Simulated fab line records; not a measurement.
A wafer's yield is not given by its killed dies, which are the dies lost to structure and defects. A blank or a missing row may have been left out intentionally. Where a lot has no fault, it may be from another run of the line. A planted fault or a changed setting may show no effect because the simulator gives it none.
What tool caused it? -- flow berkeley cmos170 -- 7 lots, 21 wafers sampled, at 2 steps of a route of 331

== WHAT EACH GAUGE READ, for each wafer ==
UCB170_PSD_CD_MEAS_06 targets a cd of 1200 nm.
lot,measured,on,cd nm (nm)
L714,day 7 07:58,cd sem-02,1198.0 1199.4 1199.8
L713,day 7 09:14,cd sem-01,1198.8 1199.6 1200.9
L719,day 8 12:10,cd sem-01,1201.6 1200.8 1202.2
L724,day 9 02:49,cd sem-02,1200.0 1199.5 1201.2
L728,day 10 01:44,cd sem-02,- - -
L732,day 10 15:15,cd sem-02,1200.0 1201.0 1201.4
L734,day 11 03:16,cd sem-01,1197.6 1197.7 1199.0

== WHAT TOOL EACH LOT RAN ON (gives the tool, then ch and the chambers of the sampled wafers, and finally the start) ==
lot,UCB170_PSD_COAT_01
L714,"litho track-03 ch 0, day 7 07:17"
L713,"litho track-03 ch 0, day 7 07:46"
L719,"litho track-04 ch 0, day 8 10:16"
L724,"litho track-02 ch 0, day 9 02:08"
L728,"litho track-03, day 10 00:30"
L732,"litho track-04 ch 0, day 10 14:00"
L734,"litho track-03 ch 0, day 11 02:31"
- UCB170_PSD_COAT_01: resist thk 900 nm.

== THE ANSWER, worked out from the rows above alone ==
Rule: the usual values come from the lots themselves. The widest of any qualifying gaps counts: lots, ordered by their means at a reading, are off when they make up no more than a third of the lots, leave a main group of 4 or more, and stand apart from it by 3 or more times the standard deviation of that group's means. A main group whose means are all the same, to the digits that the tables above print for the reading, isn't used. A lot without any number at a reading at which 4 lots or more have one is off too. Any other lot the step has rows for is counted as sound.
Off at UCB170_PSD_CD_MEAS_06 (cd nm): L728. Without a number there: L728. The main group: mean 1199.9 nm, standard deviation 1.1.
A tool fits if, at a process step before that reading, it ran every lot that is off, and no sound lot after the first of them. Gauges at UCB170_PSD_CD_MEAS_06: tried the same way as those tools. Of those tried, none fits.

== WHAT THE SIMULATOR PUT IN ==
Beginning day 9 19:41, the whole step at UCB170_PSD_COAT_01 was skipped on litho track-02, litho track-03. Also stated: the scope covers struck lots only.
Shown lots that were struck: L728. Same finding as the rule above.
